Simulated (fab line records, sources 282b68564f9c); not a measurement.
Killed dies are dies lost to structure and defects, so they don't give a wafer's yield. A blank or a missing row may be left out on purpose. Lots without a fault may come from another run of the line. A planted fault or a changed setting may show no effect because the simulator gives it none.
Which tool did it? | flow rit_cmos | 13 lots, 39 wafers sampled, at 3 steps of a route of 202

WHAT THE GAUGES READ, wafer by wafer
RIT_CONTACT_CD_MEAS_08: target cd 1000 nm.
lot  | measured    | on        | cd_nm (nm)
L452 | day 3 04:01 | cd_sem-02 | 995.6 997.5 998.4
L453 | day 3 08:14 | cd_sem-02 | 1002.9 1004.3 1001.4
L454 | day 3 13:59 | cd_sem-01 | 1000.5 1001.9 1001.7
L457 | day 4 05:14 | cd_sem-01 | 1000.1 1001.4 1003.4
L459 | day 4 18:01 | cd_sem-02 | 998.2 997.9 999.3
L460 | day 4 21:14 | cd_sem-01 | 1002.4 1004.5 1004.5
L462 | day 5 05:11 | cd_sem-02 | 1000.2 1001.4 1000.3
L463 | day 5 11:47 | cd_sem-02 | 1001.8 1000.7 998.4
L464 | day 5 14:34 | cd_sem-01 | 1000.5 998.2 998.7
L468 | day 6 11:38 | cd_sem-02 | 1000.6 998.3 1000.9
L472 | day 7 09:40 | cd_sem-01 | 994.6 995.8 996.6
L474 | day 7 20:43 | cd_sem-02 | 1000.6 999.9 1000.7
L475 | day 8 02:33 | cd_sem-01 | 1002.2 1004.0 1002.3

WHICH TOOL RAN EACH LOT (tool, then ch and the chambers of the sampled wafers, then the start)
lot  | RIT_REOX_CLEAN_00              | RIT_NSD_STRIP_09
L452 | wet_bench-03 ch 3, day 2 13:40 | plasma_asher-04 ch 0,1, day 2 23:29
L453 | wet_bench-04 ch 3, day 2 18:08 | plasma_asher-04 ch 0,1, day 3 03:42
L454 | wet_bench-04 ch 2, day 2 22:42 | plasma_asher-03 ch 0,1, day 3 09:41
L457 | wet_bench-02 ch 1, day 3 14:25 | plasma_asher-04 ch 0,1, day 4 00:53
L459 | wet_bench-02 ch 1, day 4 02:17 | plasma_asher-02 ch 0,1, day 4 13:39
L460 | wet_bench-03 ch 3, day 4 06:13 | plasma_asher-03 ch 0,1, day 4 16:44
L462 | wet_bench-04 ch 2, day 4 14:53 | plasma_asher-04 ch 0,1, day 5 00:54
L463 | wet_bench-03 ch 3, day 4 21:49 | plasma_asher-02 ch 0,1, day 5 07:29
L464 | wet_bench-02 ch 3, day 5 00:15 | plasma_asher-03 ch 0,1, day 5 10:13
L468 | wet_bench-02 ch 3, day 5 21:16 | plasma_asher-04 ch 0,1, day 6 07:20
L472 | wet_bench-03 ch 2, day 6 17:38 | plasma_asher-04 ch 0,1, day 7 05:22
L474 | wet_bench-02 ch 3, day 7 06:01 | plasma_asher-04 ch 0,1, day 7 16:20
L475 | wet_bench-03 ch 3, day 7 10:55 | plasma_asher-04 ch 0,1, day 7 22:09
- RIT_REOX_CLEAN_00: cleans in SC1, time 600 s.
- RIT_NSD_STRIP_09: strips in O2, time 180 s.

WHAT THE TOOLS THEMSELVES READ (means of the sampled wafers that have a number; where no wafer has one, the mark that the record gives instead)
RIT_REOX_CLEAN_00.
lot  | tool         | temp_c (C)
L452 | wet_bench-03 | 74.90
L453 | wet_bench-04 | 75.02
L454 | wet_bench-04 | 74.99
L457 | wet_bench-02 | 74.74
L459 | wet_bench-02 | 74.94
L460 | wet_bench-03 | 74.95
L462 | wet_bench-04 | 75.34
L463 | wet_bench-03 | 74.98
L464 | wet_bench-02 | 75.08
L468 | wet_bench-02 | 74.81
L472 | wet_bench-03 | 77.42
L474 | wet_bench-02 | 75.04
L475 | wet_bench-03 | 74.98

RIT_NSD_STRIP_09.
lot  | tool            | drypump_motor_current_A (A)
L452 | plasma_asher-04 | 5.46
L453 | plasma_asher-04 | 5.59
L454 | plasma_asher-03 | 5.54
L457 | plasma_asher-04 | 5.47
L459 | plasma_asher-02 | 5.82
L460 | plasma_asher-03 | 5.55
L462 | plasma_asher-04 | 5.60
L463 | plasma_asher-02 | 5.89
L464 | plasma_asher-03 | 5.24
L468 | plasma_asher-04 | 5.48
L472 | plasma_asher-04 | 5.60
L474 | plasma_asher-04 | 5.45
L475 | plasma_asher-04 | 5.46

THE ANSWER, worked out from the rows above alone
Rule: what is usual is taken from the lots themselves. Put in order of their means at a reading, lots are off if they are a third of the lots or fewer, leave a main group of 4 or more, and stand apart from it by a gap of 3 or more times the standard deviation of the main group's means; of several such gaps the widest counts. A main group whose means are all the same, to the digits that the tables above print for the reading, isn't used. A lot without any number at a reading at which 4 lots or more have one is off too. The other lots that the step has rows for count as sound. The gauges are gone through in route order, then the tools' own readings, and for those a lot's mean is taken as printed above. The first step at which some lot is off is used, and at that step the reading that is off furthest; a lot without a number counts as furthest.
Off: L472, at RIT_REOX_CLEAN_00 (temp_c). The main group: mean 74.98 C, standard deviation 0.14.
A tool fits if, at that step or a process step before it, it ran every lot that is off, and no sound lot after the first of them. None of those tried fits.

WHAT THE SIMULATOR HAD PUT IN
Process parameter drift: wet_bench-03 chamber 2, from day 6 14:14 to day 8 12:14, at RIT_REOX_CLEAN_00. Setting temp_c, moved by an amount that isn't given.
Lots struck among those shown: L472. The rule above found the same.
